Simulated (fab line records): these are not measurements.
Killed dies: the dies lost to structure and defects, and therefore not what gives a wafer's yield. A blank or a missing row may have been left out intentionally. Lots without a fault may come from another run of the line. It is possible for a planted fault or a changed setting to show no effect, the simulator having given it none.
A struck lot beside a sound one || flow ritCmos || 30 steps out of a route of 202
Sound: these wafers, L978.1, L978.4, L978.5. Struck: wafers L974.1, L974.5 (left out: L974.2, a lot-mate that was not struck); the cause follows at the end.
Each step with rows lists, per side, the tool, then ch with its chambers, then its first start. Under that, the readings that differ: sound wafers || struck wafers || difference of the means || sigmas: that difference in standard deviations of wafers without a fault.
alike: words and numbers the same on both sides, and readings whose means are apart by under 2 such deviations; not compared: readings that were withheld, readings missing a value for some wafer, numbers with overlapping values and no deviation given by the record, and bounds like >300 which may hide the same value.
The two part at a step that has a row with sigmas, a row that says differs or no value, or rows on one side only. When numbers do not overlap yet have no deviation, they are printed without sigmas and do not part them. A reading that every wafer of one side lacks parts them only if that side has two wafers or more.

first, 6 steps without rows for these wafers: RIT_SDANNEAL_RTA_03 (time 5 s); RIT_SILICIDE_WET_ETCH_00 (etches SiO2 in BOE, target depth 14 nm, time 15 s); RIT_SILICIDE_SPUTTER_01 (material Ti, target thk 30 nm, time 240 s); RIT_SILICIDE_RTA_04 (time 10 s, ramp up 5 s, ramp down 5 s); RIT_SILICIDE_WET_ETCH_05 (etches Ti in SPM, time 120 s); RIT_SILICIDE_RTA_06 (time 10 s, ramp up 5 s, ramp down 10 s).
RIT_CONTACT_CVD_00: deposits SiO2 from TEOS, target thk 400 nm, time 61 s.
  sound on pecvd-04 ch 1,2, day 5 14:14; struck on pecvd-02 ch 2, day 4 19:19
{"reading": "runLengthS (s)", "sound": "88.3 87.9 88.8", "struck": "51.2 51.3", "difference": -37.1, "sigmas": -60}
{"reading": "model.SiO2_of_CONTACT_CVD_00.thkNm (nm)", "sound": "396.1 410.5 402.7", "struck": "140.4 143.5", "difference": -261.2, "sigmas": ""}
  alike: heaterPowerW
RIT_CONTACT_THK_MEAS_01:
  struck on filmMetro-01, day 4 19:22; sound on filmMetro-02, day 5 14:18
{"reading": "CONTACT_TEOS_THK (nm)", "sound": "396 411 402", "struck": "140 143", "difference": -262, "sigmas": -49}
then, 7 steps without rows for these wafers: RIT_CONTACT_HMDS_02 (prime time 60 s); RIT_CONTACT_COAT_03 (resist thk 1000 nm); RIT_CONTACT_SOFTBAKE_04 (time 60 s); RIT_CONTACT_EXPOSE_05 (exposes mask M11, target cd 1000 nm); RIT_CONTACT_PEB_06; RIT_CONTACT_DEVELOP_07 (develop time 120 s); RIT_CONTACT_HARDBAKE_10 (time 60 s).
RIT_CONTACT_ETCH_11: etches SiO2 in CHF3/CF4/Ar, stops on TiSi2, target depth 480 nm, time 320 s.
  sound on rieDiel-03 ch 1,2, day 5 15:49; struck on rieDiel-04 ch 1,3, day 4 20:49
{"reading": "model.etch.depthNm (nm)", "sound": "396.1 410.5 402.7", "struck": "140.4 143.5", "difference": -261.2, "sigmas": ""}
{"reading": "model.CONTACT.featureDepthNm (nm)", "sound": "396.1 410.5 402.7", "struck": "140.4 143.5", "difference": -261.2, "sigmas": ""}
  alike: drypumpMotorCurrentA, oesProductAu, throttleValvePct
  not compared: rfHoursCounterH
then, 11 steps without rows for these wafers: RIT_CONTACT_STRIP_12 (strips in O2, time 180 s); RIT_CONTACT_CLEAN_13 (cleans in SC1, time 600 s); RIT_CONTACT_CLEAN_14 (cleans in SC2, time 600 s); RIT_M1_SPUTTER_00 (material Al, target thk 400 nm, time 500 s); RIT_M1_HMDS_03 (prime time 60 s); RIT_M1_COAT_04 (resist thk 1300 nm); RIT_M1_SOFTBAKE_05 (time 60 s); RIT_M1_EXPOSE_06 (exposes mask M12, target cd 2600 nm); RIT_M1_PEB_07; RIT_M1_DEVELOP_08 (develop time 68 s); RIT_M1_HARDBAKE_11 (time 120 s).
RIT_M1_METAL_ETCH_12: etches Al in Cl2/BCl3, stops on SiO2, time 165 s, target depth 600 nm.
  sound on rieMetal-02 ch 1, day 5 18:26; struck on rieMetal-01 ch 0,1, day 4 23:44
{"reading": "model.SiO2_of_CONTACT_CVD_00.thkNm (nm)", "sound": "360.1 374.6 366.8", "struck": "104.1 107", "difference": -261.6, "sigmas": ""}
  alike: drypumpMotorCurrentA, oesProductAu, throttleValvePct
  not compared: rfHoursCounterH
then, 1 step without rows for these wafers: RIT_M1_STRIP_13 (strips in nmp, time 600 s).
RIT_M1_PROBE_99:
  struck on prober-01, day 5 02:40; sound on prober-01, day 5 20:41
{"reading": "model.etest.fieldPMetal.vtV (V)", "sound": "-29.53 -31.19 -30.24", "struck": "-15.95 -16.4", "difference": "+14.15", "sigmas": ""}
{"reading": "model.etest.nmos_0p15.junctionLog10AUm", "sound": "-13.58 -13.66 -13.58", "struck": "-9.701 -10.08", "difference": "+3.716", "sigmas": ""}
{"reading": "model.etest.nmosNarrow.offLog10AUm", "sound": "-13.19 -13.23 -13.24", "struck": "-9.701 -10.08", "difference": "+3.330", "sigmas": ""}
{"reading": "model.etest.gateEndArray.leakLog10AUm", "sound": "-12.92 -12.85 -12.91", "struck": "-9.592 -9.886", "difference": "+3.154", "sigmas": ""}
{"reading": "model.etest.nmos_0p3.offLog10AUm", "sound": "-13.05 -12.96 -13.12", "struck": "-9.701 -10.08", "difference": "+3.153", "sigmas": ""}
{"reading": "model.etest.pmos_0p15.junctionLog10AUm", "sound": "-13.96 -13.77 -13.66", "struck": "-10.7 -11.08", "difference": "+2.9", "sigmas": ""}
{"reading": "model.etest.contactDiodeArray.leakLog10A (angstrom)", "sound": "-9.22 -9.62 -9.085", "struck": "-6.309 -6.788", "difference": "+2.760", "sigmas": ""}
{"reading": "model.etest.pmos_0p3.offLog10AUm", "sound": "-13.05 -13.05 -12.88", "struck": "-10.7 -11.08", "difference": "+2.1", "sigmas": ""}
  alike: killedAtContacts, killedAtFrontEnd, killedDies, killedOpen, killedShort

WHERE THEY PART
First at RIT_CONTACT_CVD_00; last, within this record, at RIT_CONTACT_THK_MEAS_01. Later steps at which nothing parts them and some readings are alike: RIT_CONTACT_ETCH_11, RIT_M1_METAL_ETCH_12, RIT_M1_PROBE_99.

WHY: whatever the simulator had introduced
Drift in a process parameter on pecvd-02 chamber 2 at RIT_CONTACT_CVD_00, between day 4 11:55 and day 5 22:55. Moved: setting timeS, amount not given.
